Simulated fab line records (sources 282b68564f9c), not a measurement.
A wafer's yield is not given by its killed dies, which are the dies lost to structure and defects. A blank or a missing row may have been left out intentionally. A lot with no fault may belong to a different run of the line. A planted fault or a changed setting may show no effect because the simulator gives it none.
Struck lot and sound lot, side by side -- flow ritCmos -- 34 out of 202 route steps
Sound: the wafers L945.2, L945.3, L945.4. The struck wafers were L959.2, L959.5, L959.6. The cause comes at the end.
For every step that has rows: the tool of each side, followed by ch and its chambers, followed by its first start. Under that, the readings that differ: sound wafers -- struck wafers -- difference of the means -- sigmas: that difference in standard deviations of wafers without a fault.
alike: words and numbers the same on both sides, and readings whose means are apart by under 2 such deviations; not compared: readings that were withheld, readings missing a value for some wafer, numbers with overlapping values and no deviation given by the record, and bounds like >300 which may hide the same value.
Wherever a step has rows on one side only, a row that says differs or no value, or a row with sigmas, the two part there. When numbers do not overlap yet have no deviation, they are printed without sigmas and do not part them. A reading that every wafer of one side lacks parts them only if that side has two wafers or more.

first, 2 steps without rows for these wafers: RIT_SPACER_CLEAN_02 (cleans in SC2, time 600 s); RIT_SPACER_CVD_03 (deposits Si3N4 from SiH2Cl2/NH3, target thk 250 nm, time 3300 s).
RIT_SPACER_THK_MEAS_04:
  struck on filmMetro-02, day 6 19:10; sound on filmMetro-04, day 4 05:51
  alike: SPACER_NITRIDE_THK
RIT_SPACER_ETCHBACK_05: etches Si3N4 in SF6/CHF3, stops on SiO2, target depth 250 nm, time 240 s.
  sound on rieDiel-01 ch 0,1,3, day 4 05:54; struck on rieDiel-01 ch 0,1,2, day 6 19:13
  alike: drypumpMotorCurrentA, oesProductAu, throttleValvePct
  not compared: rfHoursCounterH
then, 6 steps without rows for these wafers: RIT_NSD_HMDS_00 (prime time 60 s); RIT_NSD_COAT_01 (resist thk 1000 nm); RIT_NSD_SOFTBAKE_02 (time 60 s); RIT_NSD_EXPOSE_03 (exposes mask M9, target cd 40700 nm); RIT_NSD_PEB_04; RIT_NSD_DEVELOP_05 (develop time 50 s).
RIT_NSD_OVL_MEAS_06:
  struck on overlay-02, day 6 20:13; sound on overlay-01, day 4 07:05
  alike: NSD_OVL
then, 1 step without rows for these wafers: RIT_NSD_HARDBAKE_07 (time 60 s).
RIT_NSD_IMPLANT_08:
  sound on implanter-02 ch 0, day 4 07:26; struck on implanter-02 ch 0, day 6 20:25
reading,sound,struck,difference,sigmas
doseIonsCm2,9.993e+14 1.0007e+15 9.984e+14,1.044e+15 1.0405e+15 1.0426e+15,+4.290e+13,+33
  alike: beamEnergyKeV
RIT_NSD_STRIP_09: strips in O2, time 180 s.
  sound on plasmaAsher-03 ch 0,1, day 4 07:34; struck on plasmaAsher-04 ch 0,1, day 6 20:33
reading,sound,struck,difference,sigmas
drypumpMotorCurrentA (A),5.4 5.9 5.5,6.7 6.4 6.7,+1.0,+2
  not compared: rfHoursCounterH
RIT_NSD_TW_MEAS_10:
  struck on filmMetro-04, day 6 20:44; sound on filmMetro-04, day 4 07:44
reading,sound,struck,difference,sigmas
NSD_TW,3097 3086 3108,3145 3124 3143,+40,+3
then, 6 steps without rows for these wafers: RIT_PSD_HMDS_00 (prime time 60 s); RIT_PSD_COAT_01 (resist thk 1000 nm); RIT_PSD_SOFTBAKE_02 (time 60 s); RIT_PSD_EXPOSE_03 (exposes mask M10, target cd 40900 nm); RIT_PSD_PEB_04; RIT_PSD_DEVELOP_05 (develop time 50 s).
RIT_PSD_OVL_MEAS_06:
  struck on overlay-01, day 6 21:46; sound on overlay-01, day 4 08:53
  alike: PSD_OVL
then, 2 steps without rows for these wafers: RIT_PSD_HARDBAKE_07 (time 60 s); RIT_PSD_IMPLANT_08.
RIT_PSD_STRIP_09: strips in O2, time 180 s.
  sound on plasmaAsher-03 ch 0,1, day 4 09:20; struck on plasmaAsher-03 ch 0,1, day 6 22:06
  alike: drypumpMotorCurrentA
  not compared: rfHoursCounterH
RIT_PSD_TW_MEAS_10:
  struck on filmMetro-02, day 6 22:17; sound on filmMetro-03, day 4 09:31
  alike: PSD_TW
then, 3 steps without rows for these wafers: RIT_SDANNEAL_CLEAN_00 (cleans in SC1, time 600 s); RIT_SDANNEAL_CLEAN_01 (cleans in dHF, time 30 s); RIT_SDANNEAL_CLEAN_02 (cleans in SC2, time 600 s).
RIT_SDANNEAL_RTA_03: time 5 s.
  sound on rtpAnneal-02 ch 0, day 4 09:57; struck on rtpAnneal-02 ch 0, day 6 22:43
  alike: wafer_temp_C_max
RIT_SDANNEAL_RS_MEAS_04: the measuring method here is four-point-probe.
  struck on filmMetro-04, day 6 22:47; sound on filmMetro-04, day 4 10:01
  alike: PSD_RS
RIT_SDANNEAL_RS_MEAS_05: the measuring method here is four-point-probe.
  struck on filmMetro-04, day 6 22:55; sound on filmMetro-04, day 4 10:08
reading,sound,struck,difference,sigmas
NSD_RS (ohm/sq),84.37 84.67 84.41,81.53 81.34 81.98,-2.87,-11
RIT_SDANNEAL_RS_MEAS_06: the measuring method here is four-point-probe.
  struck on filmMetro-04, day 6 23:02; sound on filmMetro-04, day 4 10:16
  alike: PLDD_RS
RIT_M1_PROBE_99:
  struck on prober-02, day 7 07:00; sound on prober-02, day 4 19:15
reading,sound,struck,difference,sigmas
model.etest.contactNplus.endOhmUm,43.1 42.56 41.71,38.84 40.53 40.14,-2.62,
  alike: killedAtContacts, killedAtFrontEnd, killedDies, killedOpen, killedShort

== WHERE THEY PART ==
First at RIT_NSD_IMPLANT_08; last, within this record, at RIT_SDANNEAL_RS_MEAS_05. Later steps at which nothing parts them and some readings are alike: RIT_SDANNEAL_RS_MEAS_06, RIT_M1_PROBE_99.

WHY: what the simulator had put in
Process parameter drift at RIT_NSD_IMPLANT_08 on implanter-02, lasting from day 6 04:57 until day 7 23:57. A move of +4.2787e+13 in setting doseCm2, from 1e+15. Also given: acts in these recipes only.
